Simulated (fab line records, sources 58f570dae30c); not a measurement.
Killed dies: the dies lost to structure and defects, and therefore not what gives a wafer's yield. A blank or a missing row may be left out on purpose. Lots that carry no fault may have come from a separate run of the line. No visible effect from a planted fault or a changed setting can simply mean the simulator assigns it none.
Struck lot and sound lot, side by side || flow berkeleyCmos170 || 26 steps out of a route of 331
Sound: wafers L605.2, L605.3, L605.6. Wafers struck: L623.1, L623.4, L623.5. At the end, the cause is stated.
At each step with rows: each side's tool, then ch and its chambers, then its first start. Under that, the readings that differ: sound wafers || struck wafers || difference of the means || sigmas: that difference in standard deviations of wafers without a fault.
alike: readings with means less than 2 such deviations apart, plus words and numbers identical on both sides. not compared: withheld readings, readings lacking a value on some wafer, bounds such as >300 that could conceal the same value, and numbers that have no deviation in the record and whose values overlap.
A row with sigmas, a row that says differs or no value, or rows on one side alone: a step with any of these is where the two part. Numbers that don't overlap but have no deviation are shown without sigmas and don't part them. Lack of a reading on every wafer of one side parts them only where that side has two or more wafers.

first, 4 steps without rows for these wafers: UCB170_M2_SOFTBAKE_11 (time 60 s); UCB170_M2_EXPOSE_12 (exposes mask METAL2, target cd 700 nm); UCB170_M2_PEB_13; UCB170_M2_DEVELOP_14 (develop time 45 s).
UCB170_M2_CD_MEAS_15: target cd 700 nm.
  sound on cdSem-02, day 7 11:56; struck on cdSem-01, day 11 16:16
{"reading": "cdNm (nm)", "sound": "698.6 698.5 699.3", "struck": "701.5 701.7 701.3", "difference": "+2.7", "sigmas": "+2"}
UCB170_M2_OVL_MEAS_16:
  sound on overlay-01, day 7 12:03; struck on overlay-01, day 11 16:23
  alike: M2_OVL
UCB170_M2_ETCH_17: etches BARC in N2/H2.
  sound on rieDiel-03 ch 0,2, day 7 12:05; struck on rieDiel-03 ch 1,3, day 11 16:26
  alike: drypumpMotorCurrentA, oesProductAu, throttleValvePct
UCB170_M2_METAL_ETCH_18: etches Al in Cl2/BCl3, stops on SiO2, target depth 1170 nm, time 195 s.
  sound on rieMetal-04 ch 0,1, day 7 12:07; struck on rieMetal-04 ch 1, day 11 16:28
  alike: drypumpMotorCurrentA, oesProductAu, throttleValvePct
  not compared: rfHoursCounterH
UCB170_M2_STRIP_19: strips in O2.
  sound on plasmaAsher-04 ch 0,1, day 7 12:19; struck on plasmaAsher-02 ch 0, day 11 16:51
  alike: drypumpMotorCurrentA, o2FlowSccm, oesProductAu
  not compared: rfHoursCounterH
UCB170_M2_CD_MEAS_90: target cd 700 nm.
  sound on cdSem-01, day 7 12:26; struck on cdSem-02, day 11 16:57
  alike: cdNm
UCB170_V2_CVD_00: deposits SiO2 from TEOS/O2, target thk 2000 nm, time 250 s.
  sound on pecvd-03 ch 0,2, day 7 12:32; struck on pecvd-03 ch 0,1, day 11 17:04
  alike: heaterPowerW
UCB170_V2_THK_MEAS_01:
  sound on filmMetro-02, day 7 12:41; struck on filmMetro-02, day 11 17:13
  alike: V2_TEOS_THK
UCB170_V2_CMP_02: polishes SiO2.
  sound on cmp-01 ch 2,3, day 7 12:44; struck on cmp-01 ch 0,2,3, day 11 17:23
{"reading": "model.SiO2_of_V2_CVD_00.thkNm (nm)", "sound": "1001 1001 1000", "struck": "1251 1251 1251", "difference": "+250", "sigmas": ""}
  alike: motorCurrentA
UCB170_V2_BOW_MEAS_03:
  sound on filmMetro-02, day 7 13:04; struck on filmMetro-02, day 11 17:35
  alike: V2_BOW
UCB170_V2_THK_MEAS_04:
  sound on filmMetro-02, day 7 13:10; struck on filmMetro-02, day 11 17:42
{"reading": "V2_POLISHED_THK (nm)", "sound": "1001.1 1001.0 1000.4", "struck": "1251.9 1251.2 1250.3", "difference": "+250.3", "sigmas": "+99 or more"}
then, 7 steps without rows for these wafers: UCB170_V2_CLEAN_05 (cleans in DIW); UCB170_V2_HMDS_06 (prime time 60 s); UCB170_V2_COAT_07 (resist thk 900 nm); UCB170_V2_SOFTBAKE_08 (time 60 s); UCB170_V2_EXPOSE_09 (exposes mask VIA2, target cd 700 nm); UCB170_V2_PEB_10; UCB170_V2_DEVELOP_11 (develop time 45 s).
UCB170_V2_CD_MEAS_12: target cd 700 nm.
  sound on cdSem-02, day 7 14:23; struck on cdSem-01, day 11 19:54
  alike: cdNm
UCB170_V2_OVL_MEAS_13:
  sound on overlay-01, day 7 14:29; struck on overlay-01, day 11 20:01
  alike: V2_OVL
UCB170_V2_ETCH_14: etches SiO2 in CHF3/CF4/Ar, stops on Al, target depth 1250 nm, time 291 s.
  sound on rieDiel-03 ch 1,2,3, day 7 14:31; struck on rieDiel-01 ch 0,1,3, day 11 20:03
{"reading": "oesProductAu (a.u.)", "sound": "0.889 0.858 0.879", "struck": "0.975 1.012 1.003", "difference": "+0.121", "sigmas": "+8"}
{"reading": "throttleValvePct (%)", "sound": "7.14 7.15 7.07", "struck": "6.78 6.98 6.76", "difference": -0.28, "sigmas": -2}
{"reading": "model.etch.depthNm (nm)", "sound": "1001 1001 1000", "struck": "1245 1251 1232", "difference": "+242", "sigmas": ""}
{"reading": "model.V2.featureDepthNm (nm)", "sound": "1001 1001 1001", "struck": "1245 1251 1232", "difference": "+242", "sigmas": ""}
  alike: CHF3_flow_sccm, drypumpMotorCurrentA
  not compared: rfHoursCounterH
UCB170_V2_STRIP_15: strips in O2.
  sound on plasmaAsher-02 ch 0, day 7 14:42; struck on plasmaAsher-03 ch 0,1, day 11 20:14
  alike: drypumpMotorCurrentA, o2FlowSccm, oesProductAu, stripTimeToEndpointS
  not compared: rfHoursCounterH

## WHERE THEY PART
First at UCB170_M2_CD_MEAS_15; last, within this record, at UCB170_V2_ETCH_14. Later steps at which nothing parts them and some readings are alike: UCB170_V2_STRIP_15.

WHY: whatever the simulator had introduced
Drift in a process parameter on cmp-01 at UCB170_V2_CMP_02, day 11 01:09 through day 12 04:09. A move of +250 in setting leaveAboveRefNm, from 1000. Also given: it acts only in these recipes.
